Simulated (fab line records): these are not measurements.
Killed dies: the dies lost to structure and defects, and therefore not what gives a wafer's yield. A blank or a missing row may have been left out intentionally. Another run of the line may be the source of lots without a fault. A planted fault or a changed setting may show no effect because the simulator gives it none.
8D (eight disciplines) problem report, filled in by code | flow rit cmos | the parts of the form that need people (team, actions taken, sign-off) are left out

1. WHAT WENT WRONG
Wafers free of any fault read 149.7 nm (standard deviation 1.6) for ACTIVE_NITRIDE_THK at RIT_ACTIVE_THK_MEAS_04, against a mean of 183.8 nm on 6 wafers of 2 lots. That is +21 standard deviations from the usual mean.
The first sign was on wafer L412.1 at day 5 02:32, on film metro-01. The record has a number at this step for 42 wafers belonging to 14 lots. Rule for "out", or "out of limits": more than 4 standard deviations from the usual mean. All remaining wafers that have a number are taken as sound.

2. WHAT THIS IS AND IS NOT
question                    | is                           | is not
which readings at this step | ACTIVE_NITRIDE_THK           | -
which lots                  | L412, L413                   | L395, L396, L397, L398, L399, L400, L404, L405, L406, L407, L408, L411
which wafers of those lots  | all that have a number       | -
read on which gauges        | film metro-01, film metro-03 | film metro-02
when                        | from day 5 02:32             | up to then (36 sound wafers)

3. SUSPECTS, AND WHAT RULES EACH OUT
Counting: any tool at a process step up to the reading is kept as a suspect provided that every lot that is out went through it and no sound lot did after the first of them.
- the gauge at RIT_ACTIVE_THK_MEAS_04: ruled out. 2 gauges (film metro-01, film metro-03) read the wafers that are out.
- lpcvd-01 at RIT_ACTIVE_CVD_03 (deposits Si3N4 from SiH2Cl2/NH3, target thk 150 nm, time 1500 s): kept. All lots that are out passed through it, beginning with L412 at day 5 01:07, and no sound lot followed; its final sound lot before that point was L408 at day 4 05:58. Out on those wafers are its own readings of spike tc centre C, spike tc load C.
After counting, what remains is lpcvd-01 at RIT_ACTIVE_CVD_03.

4. THE CAUSE (what the simulator had put in)
lpcvd-01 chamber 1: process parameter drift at RIT_ACTIVE_CVD_03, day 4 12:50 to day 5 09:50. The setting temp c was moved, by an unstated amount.
This tool alone remained once counting was done.

5. SEQUENCE OF EFFECTS, ordered by route
Each row: a reading whose mean over the struck wafers that have a number lies more than 3 standard deviations from the usual. Scope: only readings with a usual standard deviation given in the record; hours: median across lots of the time from each lot's start at the first step in this table that gives one to its start at this step; sigmas: change in usual standard deviations.
hours | step                   | reading            | usual      | on struck wafers | change | sigmas
0     | RIT_ACTIVE_CVD_03      | spike tc centre C  | 812.8 C    | 824.3            | +11.5  | +11
0     | RIT_ACTIVE_CVD_03      | spike tc load C    | 836 C      | 852              | +16    | +4.3
1     | RIT_ACTIVE_THK_MEAS_04 | ACTIVE_NITRIDE_THK | 149.7 nm   | 183.8            | +34.1  | +21
3     | RIT_ACTIVE_ETCH_13     | oes product au     | 0.817 a.u. | 0.912            | +0.095 | +7.3
Its process steps:
- RIT_ACTIVE_CVD_03: deposits Si3N4 from SiH2Cl2/NH3, target thk 150 nm, time 1500 s.
- RIT_ACTIVE_ETCH_13: etches Si3N4 in SF6, stops on SiO2, time 210 s, target depth 210 nm.

6. HOW IT WOULD HAVE BEEN CAUGHT EARLIER
14 hours passed between the start of the fault at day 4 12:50 and the first reading out of limits at a measuring or inspecting step in this record, taken at day 5 02:32.
At RIT_ACTIVE_CVD_03, the tool's own readings (spike tc centre C, spike tc load C) were out on each struck wafer the step has a row for, so an alarm limit on them would have fired on the first such wafer.
Lots out: 2; of these, L413 started RIT_ACTIVE_CVD_03 on lpcvd-01 after day 5 02:32. A hold on the tool at that time would have spared it.
